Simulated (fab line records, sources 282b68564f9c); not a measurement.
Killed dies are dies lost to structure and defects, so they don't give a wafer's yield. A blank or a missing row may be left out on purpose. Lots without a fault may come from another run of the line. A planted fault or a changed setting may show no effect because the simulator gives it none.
fab line records | flow rit_cmos
record lots=13 wafers=39 last_day=7
route steps=202 shown PLDD@120 PSD@148 NSD@158 CONTACT@179 M1@202
lots that met no fault: from a run of the same line without faults
start_h: hours from the record's first day to the start of the lot's first wafer shown | wait_h: hours since the lot's step before | " the same as in the row above | L1.1+2: a row that stands for several wafers | - no value, or no start given | * or withheld: withheld | < > ~ a bound
route shown NAME@n: a module of which the file shows steps, and the number in the route of the first | usual: mean/standard deviation of fault-free wafers | same: alike in all rows | chamber/n: place in a boat | sites: the reading at each site | _std_site: their standard deviation | _edge_site: outer sites' mean less inner sites' | radius_mm: how far each site lies from the wafer's centre | mask NAME#n: copy n | behind: the tool/chamber that last shaped the wafer | hold: why the lot was held/for how many hours/how that ended | device: the transistor (n, p or np) that didn't switch | end of line: the same wafers' tests at the end of the route | a step without rows: its recipe alone | killed: dies lost to structure and defects at the first sort, not the wafer's yield | map: a wafer's dies, x killed, . not, _ none there
set.NAME: the setting as run; set.NAME@STEP: as run at that earlier step | model.NAME: the simulator's own value behind a step, which no gauge read
steps of the route over a sample of lots; a table a step, a row a wafer
services: from which hour (start_h, from the record's first day; less than 0 if before it) a tool's chamber was out of use, for how many hours, and why
## steps
# step RIT_PLDD_OVL_MEAS_06
# usual PLDD_OVL=0.4/1.3
# columns lot.wafer tool chamber start_h wait_h PLDD_OVL[nm]
L523.1 overlay-02 - 44.38 - 1.2
L523.4 " - " " 1.8
L523.6 " - " " 1.8
L524.1 overlay-02 - 53.96 - 0.1
L524.2 " - " " 1.6
L524.4 " - " " 0.0
L525.1 overlay-01 - 57.88 - -0.6
L525.2 " - " " -0.7
L525.5 " - " " 1.4
L526.2 overlay-01 - 62.61 - 1.4
L526.4 " - " " -1.0
L526.6 " - " " -0.2
L527.1 overlay-01 - 66.85 - 2.1
L527.2 " - " " 2.1
L527.6 " - " " 3.1
L529.1 overlay-01 - 74.70 - 1.4
L529.3 " - " " 0.5
L529.6 " - " " 0.0
L530.2 overlay-01 - 78.49 - 1.2
L530.3 " - " " 0.8
L530.5 " - " " 1.3
L531.2 overlay-01 - 88.08 - -0.9
L531.4 " - " " -1.4
L531.6 " - " " -0.7
L533.2 overlay-02 - 94.92 - -0.9
L533.3 " - " " 0.4
L533.4 " - " " -0.4
L534.1 overlay-02 - 99.97 - 0.8
L534.4 " - " " -0.8
L534.6 " - " " -2.2
L543.1 overlay-02 - 147.27 - -1.9
L543.2 " - " " -0.2
L543.3 " - " " -1.2
L545.2 overlay-01 - 155.53 - 1.3
L545.4 " - " " -0.9
L545.6 " - " " 1.1
L546.2 overlay-01 - 161.92 - -0.7
L546.4 " - " " -0.5
L546.6 " - " " -2.4
# step RIT_PSD_OVL_MEAS_06
# usual PSD_OVL=-1.2/1.3
# columns lot.wafer tool chamber start_h wait_h PSD_OVL[nm]
L523.1 overlay-02 - 50.59 - 0.2
L523.4 " - " " 1.2
L523.6 " - " " -1.5
L524.1 overlay-02 - 59.29 - -2.6
L524.2 " - " " 0.9
L524.4 " - " " -1.8
L525.1 overlay-02 - 63.56 - -0.7
L525.2 " - " " 0.0
L525.5 " - " " -1.1
L526.2 overlay-02 - 68.07 - 1.2
L526.4 " - " " -2.3
L526.6 " - " " -1.5
L527.1 overlay-02 - 72.48 - -1.4
L527.2 " - " " -1.6
L527.6 " - " " -2.5
L529.1 overlay-02 - 80.23 - -1.6
L529.3 " - " " 1.1
L529.6 " - " " 1.2
L530.2 overlay-02 - 84.97 - -1.8
L530.3 " - " " 0.1
L530.5 " - " " -0.6
L531.2 overlay-01 - 93.97 - -0.7
L531.4 " - " " -1.9
L531.6 " - " " -0.9
L533.2 overlay-02 - 101.36 - -0.5
L533.3 " - " " -0.7
L533.4 " - " " -2.3
L534.1 overlay-01 - 106.65 - -4.4
L534.4 " - " " -2.3
L534.6 " - " " -2.8
L543.1 overlay-02 - 153.05 - -0.8
L543.2 " - " " -0.6
L543.3 " - " " 0.5
L545.2 overlay-02 - 160.88 - -2.7
L545.4 " - " " -1.6
L545.6 " - " " -1.1
L546.2 overlay-01 - 168.89 - -2.2
L546.4 " - " " -1.1
L546.6 " - " " -2.3
# step RIT_SDANNEAL_RS_MEAS_05
# recipe thk_meas_gauge=four-point-probe
# usual NSD_RS=84.5/0.34
# columns lot.wafer tool chamber start_h wait_h NSD_RS[ohm/sq]
L523.1 film_metro-04 - 51.79 0.1 84.5
L523.4 " - " " 84.1
L523.6 " - " " 84.3
L524.1 film_metro-04 - 60.42 0.1 84.4
L524.2 " - " " 84.4
L524.4 " - " " 84.3
L525.1 film_metro-03 - 64.68 0.1 84.2
L525.2 " - " " 84.4
L525.5 " - " " 84.4
L526.2 film_metro-03 - 69.22 0.1 84.1
L526.4 " - " " 84.4
L526.6 " - " " 84.3
L527.1 film_metro-02 - 73.78 0.1 85.5
L527.2 " - " " 85.1
L527.6 " - " " 85.3
L529.1 film_metro-02 - 81.38 0.1 84.0
L529.3 " - " " 84.1
L529.6 " - " " 84.2
L530.2 film_metro-04 - 86.10 0.1 84.4
L530.3 " - " " 84.3
L530.5 " - " " 84.1
L531.2 film_metro-03 - 95.10 0.1 84.8
L531.4 " - " " 85.1
L531.6 " - " " 85.0
L533.2 film_metro-04 - 103.08 0.1 84.3
L533.3 " - " " 84.3
L533.4 " - " " 84.3
L534.1 film_metro-04 - 107.80 0.1 84.6
L534.4 " - " " 84.5
L534.6 " - " " 85.0
L543.1 film_metro-04 - 154.34 0.1 84.8
L543.2 " - " " 84.7
L543.3 " - " " 84.8
L545.2 film_metro-03 - 162.22 0.1 84.8
L545.4 " - " " 84.4
L545.6 " - " " 84.5
L546.2 film_metro-03 - 170.03 0.1 84.6
L546.4 " - " " 84.7
L546.6 " - " " 84.3
# step RIT_CONTACT_ETCH_11
# recipe target_depth_a=4800 over_etch_frac=0.2 stop_on=TiSi2 chemistry=CHF3/CF4/Ar target=SiO2 CHF3_flow_sccm=50 cf4_flow_sccm=10 Ar_flow_sccm=100 O2_flow_sccm=5 pressure_mtorr=100 rf_w=200 time_s=315.2
# usual cf4_flow_sccm=10.002/0.027 drypump_motor_current_A=5.8/0.38 oes_product_au=0.991/0.014 throttle_valve_pct=8.88/0.15
# columns lot.wafer tool chamber start_h wait_h cf4_flow_sccm drypump_motor_current_A oes_product_au rf_hours_counter_h throttle_valve_pct
L523.1 rie_diel-04 0 54.06 0.1 10.007 5.2 0.978 0 8.93
L523.4 " 1 " " 9.982 5.8 1.017 8 8.89
L523.6 " 1 " " 9.999 5.8 1.018 - 8.87
L524.1 rie_diel-03 3 62.69 0.1 9.986 5.9 0.990 8 8.69
L524.2 " 1 " " 9.978 5.8 0.986 41 8.86
L524.4 " 0 " " 10.020 6.1 0.996 96 8.76
L525.1 rie_diel-04 1 67.19 0.1 9.994 5.8 1.007 9 8.87
L525.2 " 0 " " 10.033 5.3 0.974 1 8.95
L525.5 " 1 " " 10.017 5.8 1.020 - 8.88
L526.2 rie_diel-01 2 71.46 0.1 10.009 5.5 0.993 123 8.76
L526.4 " 2 " " 10.021 5.5 0.999 - 8.77
L526.6 " 1 " " 9.981 6.2 0.994 - 9.08
L527.1 rie_diel-04 3 76.04 0.1 9.962 6.6 0.987 91 9.18
L527.2 " 2 " " 9.990 5.6 0.979 106 8.84
L527.6 " 2 " " 9.963 5.6 0.984 - 8.83
L529.1 rie_diel-01 2 83.77 0.1 9.985 5.6 0.998 123 8.77
L529.3 " 0 " " 9.977 5.1 1.005 153 8.82
L529.6 " 3 " " 10.027 5.8 0.964 - 8.77
L530.2 rie_diel-04 2 88.34 0.1 10.036 5.6 0.989 106 8.84
L530.3 " 1 " " 9.985 5.8 1.022 9 8.89
L530.5 " 1 " " 9.980 5.8 1.018 - 8.88
L531.2 rie_diel-03 2 97.62 0.1 10.009 6.0 0.999 8 9.03
L531.4 " 2 " " 10.027 6.0 1.006 - 9.04
L531.6 " 3 " " 10.006 5.9 0.998 - 8.71
L533.2 rie_diel-01 2 105.32 0.1 10.006 5.5 1.000 124 8.77
L533.3 " 0 " " 9.989 5.1 1.004 153 8.81
L533.4 " 2 " " 9.979 5.6 1.000 - 8.75
L534.1 rie_diel-04 3 110.19 0.1 10.026 6.6 0.985 92 9.19
L534.4 " 2 " " 10.029 5.6 0.980 107 8.83
L534.6 " 2 " " 9.992 5.6 0.988 - 8.85
L543.1 rie_diel-01 1 156.78 0.1 10.036 6.1 0.993 0 9.08
L543.2 " 3 " " 10.020 5.8 0.957 43 8.76
L543.3 " 0 " " 9.975 5.1 0.972 0 8.81
L545.2 rie_diel-03 1 164.48 0.1 10.024 5.8 0.984 43 8.87
L545.4 " 2 " " 9.947 6.1 1.003 10 9.04
L545.6 " 3 " " 10.012 5.9 0.992 - 8.71
L546.2 rie_diel-03 2 172.30 0.1 10.010 6.0 1.002 10 9.04
L546.4 " 0 " " 10.018 6.1 0.992 98 8.76
L546.6 " 2 " " 9.964 6.0 1.003 - 9.03
# step RIT_M1_PROBE_99
# usual killed_at_contacts=0.1/0.27 killed_at_front_end=6.7/2.9 killed_dies=6.7/2.9 killed_on_rim=1.8/1.4 killed_open=3.4/1.8 killed_short=3.3/2.2
# same gross_dies=264 killed_at_M0_to_M3=0 killed_at_M4_up=0 killed_at_back_side=0 killed_at_other=0
# columns lot.wafer tool chamber start_h wait_h hold killed_at_contacts killed_at_front_end killed_dies killed_on_rim killed_open killed_short
L523.1 prober-02 - 59.05 0.1 - 0 12 12 2 6 6
L523.4 prober-02 - 59.20 0.2 - 1 7 8 2 4 4
L523.6 prober-02 - 59.30 0.2 - 0 6 6 1 4 2
L524.1 prober-01 - 67.75 0.1 - 0 5 5 1 3 2
L524.2 prober-01 - 67.80 0.1 - 0 4 4 2 2 2
L524.4 prober-01 - 67.90 0.2 - 0 5 5 1 3 2
L525.1 prober-02 - 72.20 0.1 - 0 4 4 1 1 3
L525.2 prober-02 - 72.25 0.1 - 0 5 5 1 2 1
L525.5 prober-02 - 72.40 0.2 - 0 6 6 1 6 0
L526.2 prober-01 - 76.40 0.1 - 0 7 7 0 3 4
L526.4 prober-01 - 76.50 0.2 - 0 6 6 1 5 1
L526.6 prober-01 - 76.60 0.2 - 0 6 6 2 3 3
L527.1 prober-02 - 81.07 0.1 - 0 6 6 2 3 3
L527.2 prober-02 - 81.12 0.1 - 0 8 8 2 5 3
L527.6 prober-02 - 81.32 0.2 - 0 3 3 3 1 2
L529.1 prober-02 - 89.72 0.1 - 0 10 10 3 4 6
L529.3 prober-02 - 89.82 0.2 - 0 10 10 3 3 7
L529.6 prober-02 - 89.97 0.2 - 0 12 12 1 7 5
L530.2 prober-01 - 105.51 0.1 - 0 6 6 2 3 3
L530.3 prober-01 - 105.56 0.2 - 0 8 8 2 5 3
L530.5 prober-01 - 105.66 0.2 - 0 5 5 1 3 2
L531.2 prober-02 - 105.51 0.1 - 0 8 8 3 2 6
L531.4 prober-02 - 105.61 0.2 - 0 9 9 3 3 6
L531.6 prober-02 - 105.71 0.2 - 1 8 9 4 6 3
L533.2 prober-01 - 110.64 0.1 - 0 10 10 3 4 6
L533.3 prober-01 - 110.69 0.2 - 0 5 5 1 4 1
L533.4 prober-01 - 110.74 0.2 - 0 7 7 1 2 5
L534.1 prober-02 - 115.52 0.1 - 1 3 4 2 1 2
L534.4 prober-02 - 115.67 0.2 - 0 6 6 3 1 5
L534.6 prober-02 - 115.77 0.2 - 0 7 7 1 4 3
L543.1 prober-01 - 161.84 0.1 await_dispo/0.9h/release 0 7 7 3 2 5
L543.2 prober-01 - 161.89 0.1 await_dispo/0.9h/release 1 13 14 4 2 12
L543.3 prober-01 - 161.94 0.2 await_dispo/0.9h/release 257 7 264 70 2 5
L545.2 prober-01 - 169.56 0.1 - 0 6 6 2 2 4
L545.4 prober-01 - 169.66 0.2 - 0 7 7 6 6 1
L545.6 prober-01 - 169.76 0.2 - 0 9 9 4 5 4
L546.2 prober-02 - 177.22 0.1 - 0 4 4 1 2 2
L546.4 prober-02 - 177.32 0.2 - 0 4 4 1 3 1
L546.6 prober-02 - 177.42 0.2 - 0 6 6 2 4 2
# killed by level:class
L523.1 REOX:geometric_particle:short=4 REOX:geometric_particle:open=2 GATE:geometric_particle:open=2 FOX1:geometric_particle:open=1 GATE:geometric_particle:short=1 SPACER:geometric_particle:short=1 SPACER:geometric_particle:open=1
L523.4 GATE:geometric_particle:open=2 GATE:geometric_particle:short=2 FOX1:geometric_particle:open=1 FOX2:geometric_particle:open=1 SPACER:geometric_particle:short=1 CONTACT:geometric_particle:short=1
L523.6 GATE:geometric_particle:open=4 FOX1:geometric_particle:short=1 GATE:geometric_particle:short=1
L524.1 FOX1:geometric_particle:open=2 FOX1:geometric_particle:short=1 FOX2:geometric_particle:short=1 GATE:geometric_particle:open=1
L524.2 GATE:geometric_particle:short=1 GATE:geometric_particle:open=1 REOX:geometric_particle:open=1 SILICIDE:geometric_particle:short=1
L524.4 FOX1:geometric_particle:open=3 GATE:geometric_particle:short=2
L525.1 GATE:geometric_particle:short=2 REOX:geometric_particle:short=1 REOX:geometric_particle:open=1
L525.2 PSD:coat_microbubble_printed=2 FOX1:geometric_particle:open=1 GATE:geometric_particle:open=1 REOX:geometric_particle:short=1
L525.5 FOX1:geometric_particle:open=3 GATE:geometric_particle:open=2 FOX2:geometric_particle:open=1
L526.2 REOX:geometric_particle:short=2 REOX:geometric_particle:open=2 GATE:geometric_particle:short=1 SILICIDE:geometric_particle:short=1 SILICIDE:geometric_particle:open=1
L526.4 SILICIDE:geometric_particle:open=3 FOX2:geometric_particle:open=1 GATE:geometric_particle:open=1 SILICIDE:geometric_particle:short=1
L526.6 REOX:geometric_particle:open=2 REOX:geometric_particle:short=2 SILICIDE:geometric_particle:short=1 SILICIDE:geometric_particle:open=1
L527.1 GATE:geometric_particle:short=3 GATE:geometric_particle:open=3
L527.2 GATE:geometric_particle:open=2 ACTIVE:geometric_particle:open=1 FOX1:geometric_particle:short=1 GATE:geometric_particle:short=1 SPACER:geometric_particle:open=1 SILICIDE:geometric_particle:short=1 SILICIDE:geometric_particle:open=1
L527.6 GATE:geometric_particle:short=2 GATE:geometric_particle:open=1
L529.1 GATE:geometric_particle:short=4 GATE:geometric_particle:open=2 SILICIDE:geometric_particle:short=2 FOX2:geometric_particle:open=1 REOX:geometric_particle:open=1
L529.3 GATE:geometric_particle:open=3 GATE:geometric_particle:short=2 REOX:geometric_particle:short=2 SILICIDE:geometric_particle:short=2 SPACER:geometric_particle:short=1
L529.6 GATE:geometric_particle:open=5 FOX2:geometric_particle:short=3 GATE:geometric_particle:short=2 FOX1:geometric_particle:open=1 REOX:geometric_particle:open=1
L530.2 GATE:geometric_particle:open=2 SPACER:geometric_particle:short=2 GATE:geometric_particle:short=1 SPACER:geometric_particle:open=1
L531.2 FOX1:geometric_particle:short=4 FOX1:geometric_particle:open=2 GATE:geometric_particle:short=2
L530.3 GATE:geometric_particle:open=3 GATE:geometric_particle:short=2 FOX2:geometric_particle:open=1 REOX:geometric_particle:short=1 SILICIDE:geometric_particle:open=1
L531.4 GATE:geometric_particle:open=3 GATE:geometric_particle:short=3 FOX1:geometric_particle:short=2 SILICIDE:geometric_particle:short=1
L530.5 FOX1:geometric_particle:open=1 GATE:geometric_particle:open=1 GATE:geometric_particle:short=1 REOX:geometric_particle:short=1 REOX:geometric_particle:open=1
L531.6 FOX1:geometric_particle:open=3 FOX1:geometric_particle:short=1 GATE:geometric_particle:open=1 GATE:geometric_particle:short=1 SPACER:geometric_particle:short=1 SPACER:geometric_particle:open=1 CONTACT:geometric_particle:open=1
L533.2 GATE:geometric_particle:short=3 FOX1:geometric_particle:short=2 FOX2:geometric_particle:open=1 GATE:geometric_particle:open=1 REOX:geometric_particle:short=1 SPACER:geometric_particle:open=1 SILICIDE:geometric_particle:open=1
L533.3 GATE:geometric_particle:open=2 GATE:geometric_particle:short=1 SPACER:geometric_particle:open=1 SILICIDE:geometric_particle:open=1
L533.4 GATE:geometric_particle:short=2 REOX:geometric_particle:short=2 GATE:geometric_particle:open=1 REOX:geometric_particle:open=1 SILICIDE:geometric_particle:short=1
L534.1 GATE:geometric_particle:short=1 SILICIDE:geometric_particle:short=1 CONTACT:geometric_particle:open=1 PLDD:coat_microbubble_printed=1
L534.4 FOX2:geometric_particle:short=1 GATE:geometric_particle:short=1 REOX:geometric_particle:short=1 SPACER:geometric_particle:short=1 SPACER:geometric_particle:open=1 SILICIDE:geometric_particle:short=1
L534.6 SILICIDE:geometric_particle:open=3 FOX2:geometric_particle:short=1 REOX:geometric_particle:short=1 REOX:geometric_particle:open=1 SILICIDE:geometric_particle:short=1
L543.1 SPACER:geometric_particle:short=3 GATE:geometric_particle:open=2 GATE:geometric_particle:short=1 REOX:geometric_particle:short=1
L543.2 GATE:geometric_particle:short=4 FOX1:geometric_particle:short=2 REOX:geometric_particle:short=2 SPACER:geometric_particle:short=2 FOX2:geometric_particle:short=1 SPACER:geometric_particle:open=1 SILICIDE:geometric_particle:open=1 CONTACT:geometric_particle:short=1
L543.3 CONTACT:area_etch=257 SPACER:geometric_particle:open=2 SPACER:geometric_particle:short=2 FOX1:geometric_particle:short=1 GATE:geometric_particle:short=1 REOX:geometric_particle:short=1
L545.2 GATE:geometric_particle:open=2 SPACER:geometric_particle:short=2 GATE:geometric_particle:short=1 REOX:geometric_particle:short=1
L545.4 GATE:geometric_particle:open=3 FOX1:geometric_particle:short=1 FOX1:geometric_particle:open=1 FOX2:geometric_particle:open=1 SILICIDE:geometric_particle:open=1
L545.6 FOX1:geometric_particle:short=2 GATE:geometric_particle:open=2 SPACER:geometric_particle:open=2 FOX1:geometric_particle:open=1 GATE:geometric_particle:short=1 SPACER:geometric_particle:short=1
L546.2 FOX1:geometric_particle:short=1 FOX1:geometric_particle:open=1 SPACER:geometric_particle:open=1 SILICIDE:geometric_particle:short=1
L546.4 FOX1:geometric_particle:short=1 FOX1:geometric_particle:open=1 GATE:geometric_particle:open=1 SILICIDE:geometric_particle:open=1
L546.6 SILICIDE:geometric_particle:open=2 FOX2:geometric_particle:short=1 GATE:geometric_particle:open=1 REOX:geometric_particle:open=1 REOX:geometric_particle:short=1
## services
# columns tool chamber start_h hours kind
rie_diel-03 0 54.50 1.9 repair
rie_diel-01 - 63.98 0.3 repair
rie_diel-03 - 68.33 1.2 repair
rie_diel-01 3 70.58 8.1 repair
rie_diel-01 1 91.33 - clean
rie_diel-01 1 91.33 33.3 scheduled_down
rie_diel-01 1 91.33 33.3 vent_cycle
rie_diel-03 1 96.18 13.8 repair
rie_diel-01 3 119.73 3.9 repair
rie_diel-01 0 135.58 - clean
rie_diel-01 0 135.58 19.6 scheduled_down
rie_diel-01 0 135.58 19.6 vent_cycle
rie_diel-04 0 141.71 13.2 repair
rie_diel-01 1 144.43 3.3 repair
rie_diel-01 - 162.48 2.8 pm
rie_diel-03 - 164.93 1.1 repair
## key
first_sign step=RIT_M1_PROBE_99 reading=killed_at_contacts direction=up sigmas=99+ usual=0.1 struck=257
effect step=RIT_M1_PROBE_99 reading=killed_dies direction=up sigmas=89 usual=6.7 struck=264
more_kills_born_at RIT_CONTACT_ETCH_11@rie_diel-01=257
met_at RIT_CONTACT_ETCH_11
struck_lots L543
struck_wafers L543.3
later_rows_left_out L543.3
tester_left_out L543
not_acting_at RIT_PLDD_OVL_MEAS_06,RIT_PSD_OVL_MEAS_06,RIT_SDANNEAL_RS_MEAS_05
onset_between 105.32 156.78
fault kind=process_parameter_drift tool=rie_diel-01 chamber=0 onset_h=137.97 steps=RIT_CONTACT_ETCH_11 channel=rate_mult offset=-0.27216 shape=step end_h=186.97
# tester_left_out: of these lots the tester's yield and bins aren't shown, on N5 and GAA mostly nor the transistor test; their killed dies are dies lost to structure and defects alone, not to doping, threshold or leakage, so they don't give the yield
# later_rows_left_out: the simulator's readings of these wafers behind a module that went badly wrong aren't trusted and aren't shown, but for the sort
